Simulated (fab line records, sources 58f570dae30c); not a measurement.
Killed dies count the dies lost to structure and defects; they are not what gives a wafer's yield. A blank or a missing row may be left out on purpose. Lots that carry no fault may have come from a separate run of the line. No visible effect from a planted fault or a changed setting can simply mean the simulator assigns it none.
The tool behind it: which one? || flow berkeley_cmos170 || Sampling: 13 lots, 39 wafers, 3 of 331 route steps

## WHAT THE GAUGES SHOWED, per wafer
UCB170_M2_CD_MEAS_15: the cd target is 700 nm.
{"lot": "L520", "measured": "day 7 23:54", "on": "cd_sem-01", "cd_nm (nm)": "699.2 698.8 700.1"}
{"lot": "L521", "measured": "day 8 00:12", "on": "cd_sem-02", "cd_nm (nm)": "700.4 702.0 702.0"}
{"lot": "L523", "measured": "day 8 05:41", "on": "cd_sem-02", "cd_nm (nm)": "702.6 702.8 702.8"}
{"lot": "L522", "measured": "day 8 05:46", "on": "cd_sem-01", "cd_nm (nm)": "695.2 697.6 697.4"}
{"lot": "L524", "measured": "day 8 22:56", "on": "cd_sem-01", "cd_nm (nm)": "699.6 699.7 700.5"}
{"lot": "L525", "measured": "day 8 23:24", "on": "cd_sem-01", "cd_nm (nm)": "699.0 700.8 698.4"}
{"lot": "L527", "measured": "day 9 06:18", "on": "cd_sem-01", "cd_nm (nm)": "699.4 700.6 699.0"}
{"lot": "L526", "measured": "day 9 06:35", "on": "cd_sem-02", "cd_nm (nm)": "699.2 699.0 700.0"}
{"lot": "L529", "measured": "day 10 01:29", "on": "cd_sem-01", "cd_nm (nm)": "699.5 698.8 699.2"}
{"lot": "L530", "measured": "day 10 01:41", "on": "cd_sem-02", "cd_nm (nm)": "700.4 699.0 700.1"}
{"lot": "L535", "measured": "day 11 04:53", "on": "cd_sem-01", "cd_nm (nm)": "701.5 700.3 701.2"}
{"lot": "L534", "measured": "day 11 05:02", "on": "cd_sem-01", "cd_nm (nm)": "676.9 694.1 680.4"}
{"lot": "L541", "measured": "day 12 09:09", "on": "cd_sem-02", "cd_nm (nm)": "699.8 701.1 701.4"}

UCB170_M2_CD_MEAS_90: the cd target is 700 nm.
{"lot": "L520", "measured": "day 8 00:23", "on": "cd_sem-01", "cd_nm (nm)": "698.0 699.5 701.2"}
{"lot": "L521", "measured": "day 8 00:41", "on": "cd_sem-01", "cd_nm (nm)": "698.8 702.7 705.7"}
{"lot": "L523", "measured": "day 8 06:10", "on": "cd_sem-01", "cd_nm (nm)": "701.7 702.8 705.5"}
{"lot": "L522", "measured": "day 8 06:15", "on": "cd_sem-02", "cd_nm (nm)": "697.5 699.3 697.8"}
{"lot": "L524", "measured": "day 8 23:32", "on": "cd_sem-02", "cd_nm (nm)": "700.6 698.5 700.8"}
{"lot": "L525", "measured": "day 8 23:53", "on": "cd_sem-02", "cd_nm (nm)": "697.0 700.0 698.3"}
{"lot": "L527", "measured": "day 9 06:47", "on": "cd_sem-01", "cd_nm (nm)": "699.2 700.8 697.5"}
{"lot": "L526", "measured": "day 9 07:05", "on": "cd_sem-02", "cd_nm (nm)": "696.2 701.1 698.6"}
{"lot": "L529", "measured": "day 10 01:58", "on": "cd_sem-01", "cd_nm (nm)": "702.5 700.6 695.7"}
{"lot": "L530", "measured": "day 10 02:10", "on": "cd_sem-02", "cd_nm (nm)": "699.0 695.9 699.0"}
{"lot": "L535", "measured": "day 11 05:23", "on": "cd_sem-01", "cd_nm (nm)": "701.7 696.9 696.0"}
{"lot": "L534", "measured": "day 11 05:38", "on": "cd_sem-01", "cd_nm (nm)": "676.7 697.2 685.2"}
{"lot": "L541", "measured": "day 12 09:38", "on": "cd_sem-02", "cd_nm (nm)": "697.8 700.3 701.5"}

## EACH LOT AND THE TOOL THAT RAN IT (in order: tool; ch and the chambers of the sampled wafers; start)
{"lot": "L520", "UCB170_M2_EXPOSE_12": "krf_scanner-02 ch 0, day 7 23:21"}
{"lot": "L521", "UCB170_M2_EXPOSE_12": "krf_scanner-01 ch 0, day 7 23:49"}
{"lot": "L523", "UCB170_M2_EXPOSE_12": "krf_scanner-02 ch 0, day 8 05:05"}
{"lot": "L522", "UCB170_M2_EXPOSE_12": "krf_scanner-01 ch 0, day 8 05:22"}
{"lot": "L524", "UCB170_M2_EXPOSE_12": "krf_scanner-01 ch 0, day 8 22:27"}
{"lot": "L525", "UCB170_M2_EXPOSE_12": "krf_scanner-02 ch 0, day 8 23:00"}
{"lot": "L527", "UCB170_M2_EXPOSE_12": "krf_scanner-02 ch 0, day 9 05:55"}
{"lot": "L526", "UCB170_M2_EXPOSE_12": "krf_scanner-01 ch 0, day 9 06:12"}
{"lot": "L529", "UCB170_M2_EXPOSE_12": "krf_scanner-01 ch 0, day 10 01:05"}
{"lot": "L530", "UCB170_M2_EXPOSE_12": "krf_scanner-02 ch 0, day 10 01:17"}
{"lot": "L535", "UCB170_M2_EXPOSE_12": "krf_scanner-02 ch 0, day 11 04:05"}
{"lot": "L534", "UCB170_M2_EXPOSE_12": "krf_scanner-01 ch 0, day 11 04:23"}
{"lot": "L541", "UCB170_M2_EXPOSE_12": "krf_scanner-02 ch 0, day 12 08:41"}
- UCB170_M2_EXPOSE_12: exposes mask METAL2, target cd 700 nm.

## WHAT THE TOOLS THEMSELVES READ (means of the sampled wafers that have a number; where no wafer has one, the mark that the record gives instead)
UCB170_M2_EXPOSE_12.
{"lot": "L520", "tool": "krf_scanner-02", "exposure_dose_mJ_cm2": 25.965, "stage_vel_mm_s (mm/s)": 500.12}
{"lot": "L521", "tool": "krf_scanner-01", "exposure_dose_mJ_cm2": 25.993, "stage_vel_mm_s (mm/s)": 499.75}
{"lot": "L523", "tool": "krf_scanner-02", "exposure_dose_mJ_cm2": 26.002, "stage_vel_mm_s (mm/s)": 499.98}
{"lot": "L522", "tool": "krf_scanner-01", "exposure_dose_mJ_cm2": 25.963, "stage_vel_mm_s (mm/s)": 500.23}
{"lot": "L524", "tool": "krf_scanner-01", "exposure_dose_mJ_cm2": 26.003, "stage_vel_mm_s (mm/s)": 500.16}
{"lot": "L525", "tool": "krf_scanner-02", "exposure_dose_mJ_cm2": 25.973, "stage_vel_mm_s (mm/s)": 500.33}
{"lot": "L527", "tool": "krf_scanner-02", "exposure_dose_mJ_cm2": 25.988, "stage_vel_mm_s (mm/s)": 500.00}
{"lot": "L526", "tool": "krf_scanner-01", "exposure_dose_mJ_cm2": 25.968, "stage_vel_mm_s (mm/s)": 500.30}
{"lot": "L529", "tool": "krf_scanner-01", "exposure_dose_mJ_cm2": 26.004, "stage_vel_mm_s (mm/s)": 500.01}
{"lot": "L530", "tool": "krf_scanner-02", "exposure_dose_mJ_cm2": 25.973, "stage_vel_mm_s (mm/s)": 499.99}
{"lot": "L535", "tool": "krf_scanner-02", "exposure_dose_mJ_cm2": 25.954, "stage_vel_mm_s (mm/s)": 499.90}
{"lot": "L534", "tool": "krf_scanner-01", "exposure_dose_mJ_cm2": 25.405, "stage_vel_mm_s (mm/s)": 500.20}
{"lot": "L541", "tool": "krf_scanner-02", "exposure_dose_mJ_cm2": 25.963, "stage_vel_mm_s (mm/s)": 500.16}

## THE ANSWER, worked out from the rows above alone
Rule: the usual values come from the lots themselves. Put in order of their means at a reading, lots are off if they are a third of the lots or fewer, leave a main group of 4 or more, and stand apart from it by a gap of 3 or more times the standard deviation of the main group's means; of several such gaps the widest counts. A main group whose means are all the same, to the digits that the tables above print for the reading, isn't used. A lot without any number at a reading at which 4 lots or more have one is off too. The other lots that the step has rows for count as sound. After the gauges, taken in route order, come the tools' own readings; for these a lot's mean is taken, as printed above. The first step at which some lot is off is used, and at that step the reading that is off furthest; a lot without a number counts as furthest.
Off, at UCB170_M2_CD_MEAS_15 on cd_nm: L534. Main group: mean 700.0 nm, sd 1.4.
A tool fits if, at a process step before that reading, it ran every lot that is off, and no sound lot after the first of them. The gauges at UCB170_M2_CD_MEAS_15 aren't tried: what is off there is off at UCB170_M2_EXPOSE_12 too, on other tools, and a gauge's error can't cause that. One candidate fits, namely krf_scanner-01 at UCB170_M2_EXPOSE_12. Its last sound lot is L529 (day 10 01:05), its first lot that is off L534 (day 11 04:23): a fault that began between those two fits.
The tool's own readings at UCB170_M2_EXPOSE_12 bear it out: on the lots that are off they differ by more than 5 times the standard deviation of the sound lots' means. exposure_dose_mJ_cm2 reads 25.405 there against 25.979 on the sound lots.

## WHAT THE SIMULATOR HAD PUT IN
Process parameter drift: krf_scanner-01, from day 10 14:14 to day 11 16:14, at UCB170_M2_EXPOSE_12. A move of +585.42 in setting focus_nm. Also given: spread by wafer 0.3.
Struck lots among those shown: L534. The rule above found the same.
